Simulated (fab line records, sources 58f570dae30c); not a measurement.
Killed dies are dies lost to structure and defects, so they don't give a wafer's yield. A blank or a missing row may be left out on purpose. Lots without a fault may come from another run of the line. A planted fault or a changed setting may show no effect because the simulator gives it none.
One fault seen from 2 desks | flow berkeley_cmos170 | each desk has only its own numbers; what lay behind them comes last

THE METROLOGY DESK
What the gauges read, lot by lot, whatever tool the lot ran on: means of the sampled wafers that have a number. A lot is out of limits, marked OUT, if its mean lies more than 4 standard deviations from the usual mean; the brackets give that distance.
Columns: A = M2_OVL at UCB170_M2_OVL_MEAS_16, usual -2 nm; B = M3_AL_RS at UCB170_M3_RS_MEAS_02, usual 0.0321 ohm/sq; C = M3_AL_THK at UCB170_M3_THK_MEAS_03, usual 895 nm
lot  | first seen here | A   | B      | C
L826 | day 8 17:17     | -12 | 0.0323 | 884
L825 | day 8 20:23     | 1   | 0.0324 | 884
L829 | day 9 01:19     | -1  | 0.0319 | 896
L827 | day 9 06:08     | -2  | 0.0321 | 892
L828 | day 9 06:25     | -6  | 0.0319 | 900
L830 | day 9 20:09     | -3  | 0.0320 | 899
L833 | day 10 03:35    | -5  | 0.0321 | 896
L835 | day 10 17:06    | -3  | 0.0324 | 883
L840 | day 11 13:58    | -3  | 0.0322 | 888
L843 | day 11 18:44    | -2  | 0.0319 | 899
L842 | day 11 20:59    | 5   | 0.0317 | 903
L844 | day 12 03:38    | 0   | 0.0321 | 890
L846 | day 12 16:37    | 2   | 0.0325 | 889
L847 | day 12 16:52    | 1   | 0.0320 | 898
This desk's finding: nothing out of limits on any of the 14 lots.

THE TOOL OWNER'S DESK: rie_metal-04
The tool's own readings at UCB170_M3_METAL_ETCH_18 (etches Al in Cl2/BCl3, stops on SiO2, target depth 1170 nm, time 195 s): means of the sampled wafers that have a number, for each lot that ran on this tool. A lot is out of limits, marked OUT, if its mean lies more than 4 standard deviations from the usual mean; the brackets give that distance.
Columns: A = bias_w at UCB170_M3_METAL_ETCH_18, usual 120.0 W; B = drypump_motor_current_A at UCB170_M3_METAL_ETCH_18, usual 5.9 A; C = oes_product_au at UCB170_M3_METAL_ETCH_18, usual 0.860 a.u.; D = throttle_valve_pct at UCB170_M3_METAL_ETCH_18, usual 24.17 %
lot  | first seen here | A                       | B   | C     | D
L825 | day 9 05:56     | 119.8                   | 5.1 | 0.861 | 24.06
L827 | day 9 12:58     | 120.2                   | 5.2 | 0.863 | 23.97
L840 | day 11 21:12    | 185.4 (+99 or more) OUT | 5.1 | 0.865 | 23.97
L842 | day 12 02:38    | 186.0 (+99 or more) OUT | 5.1 | 0.871 | 23.97
This desk's finding: out of limits on L840, L842; first on L840, day 11 21:12 (bias_w at UCB170_M3_METAL_ETCH_18). In limits: L825, L827.

PUT TOGETHER
The tool owner's desk could have raised an alarm at day 11 21:12, on L840, L842.
The metrology desk saw nothing out of limits.
The metrology desk has L840, L842 on record, within its limits.
Of the lots named, all ran UCB170_M3_METAL_ETCH_18 on rie_metal-04.

WHAT THE SIMULATOR HAD PUT IN
Process parameter drift: rie_metal-04, from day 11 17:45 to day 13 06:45, at UCB170_M3_METAL_ETCH_18. Setting bias_w, moved by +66, from 120. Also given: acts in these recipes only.
Lots struck among those shown: L840, L842.
Hours from the fault's start to each desk's first reading out of limits: the tool owner's desk, 3.
